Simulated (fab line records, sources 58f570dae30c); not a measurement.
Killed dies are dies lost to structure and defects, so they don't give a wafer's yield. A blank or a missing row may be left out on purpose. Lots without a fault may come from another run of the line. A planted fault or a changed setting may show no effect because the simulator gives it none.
Problem report in the 8D (eight disciplines) form, filled by code | flow berkeley_cmos170 | the parts of the form that need people (team, actions taken, sign-off) are left out

1. THE PROBLEM
wafer_temp_C_max at UCB170_CONTACT_RTA_08 reads a mean of 961.2 on 6 wafers of 2 lots; wafers without a fault read 905.5 with a standard deviation of 0.94. That is +59 standard deviations from the usual mean.
The step: time 10 s.
First seen on wafer L450.1, day 11 17:24, on rtp_anneal-02. The record holds 18 wafers of 6 lots with a number at this step. Rule for "out", or "out of limits": more than 4 standard deviations from the usual mean. The other wafers with a number count as sound.

2. WHAT IT IS AND WHAT IT IS NOT
question                    | is                     | is not
which readings at this step | wafer_temp_C_max       | -
which lots                  | L450, L453             | L433, L438, L448, L455
which wafers of those lots  | all that have a number | -
read on which tools         | rtp_anneal-02          | rtp_anneal-01
when                        | from day 11 17:24      | up to then (9 sound wafers); but 3 sound wafers of L455 came after

3. SUSPECTS, AND WHAT RULES EACH OUT
Counting: a tool at a process step up to the reading stays a suspect if it ran every lot that is out and no sound lot after the first of them.
- rtp_anneal-02 at UCB170_SILICIDE_RTA_04 (time 15 s): kept. It ran every lot that is out, first L450 (day 11 13:34), and no sound lot after that; its last sound lot up to then is L448 (day 11 12:58).
- rtp_anneal-02 at UCB170_CONTACT_RTA_08 (time 10 s): kept. It ran every lot that is out, first L450 (day 11 17:24), and no sound lot after that; its last sound lot up to then is L433 (day 8 16:17). Its own readings are out on those wafers: wafer_temp_C_max.
Left after counting: rtp_anneal-02 at UCB170_SILICIDE_RTA_04, rtp_anneal-02 at UCB170_CONTACT_RTA_08.

4. THE CAUSE (what the simulator had put in)
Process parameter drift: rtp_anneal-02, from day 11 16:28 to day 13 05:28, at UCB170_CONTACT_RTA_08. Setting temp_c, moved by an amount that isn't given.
Counting left 2 suspects, and this tool is among them.

5. THE CHAIN OF EFFECTS, in route order
Each row: a reading whose mean over the struck wafers that have a number lies more than 3 standard deviations from the usual. Only readings for which the record gives a usual standard deviation are gone through. hours: the time from each lot's start at the first step in this table that gives one to its start at this step, as a median over the lots. sigmas: the change in usual standard deviations.
hours | step                  | reading          | usual  | on struck wafers | change | sigmas
0     | UCB170_CONTACT_RTA_08 | lamp_power_pct   | 22.2 % | 25.2             | +3.0   | +4.0
0     | UCB170_CONTACT_RTA_08 | wafer_temp_C_max | 905.5  | 961.2            | +55.7  | +59
The process steps in it:
- UCB170_CONTACT_RTA_08: time 10 s.

6. WHAT WOULD HAVE CAUGHT IT SOONER
In this record the first reading out of limits was taken at day 11 17:24, 1 hour after the fault began at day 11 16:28.
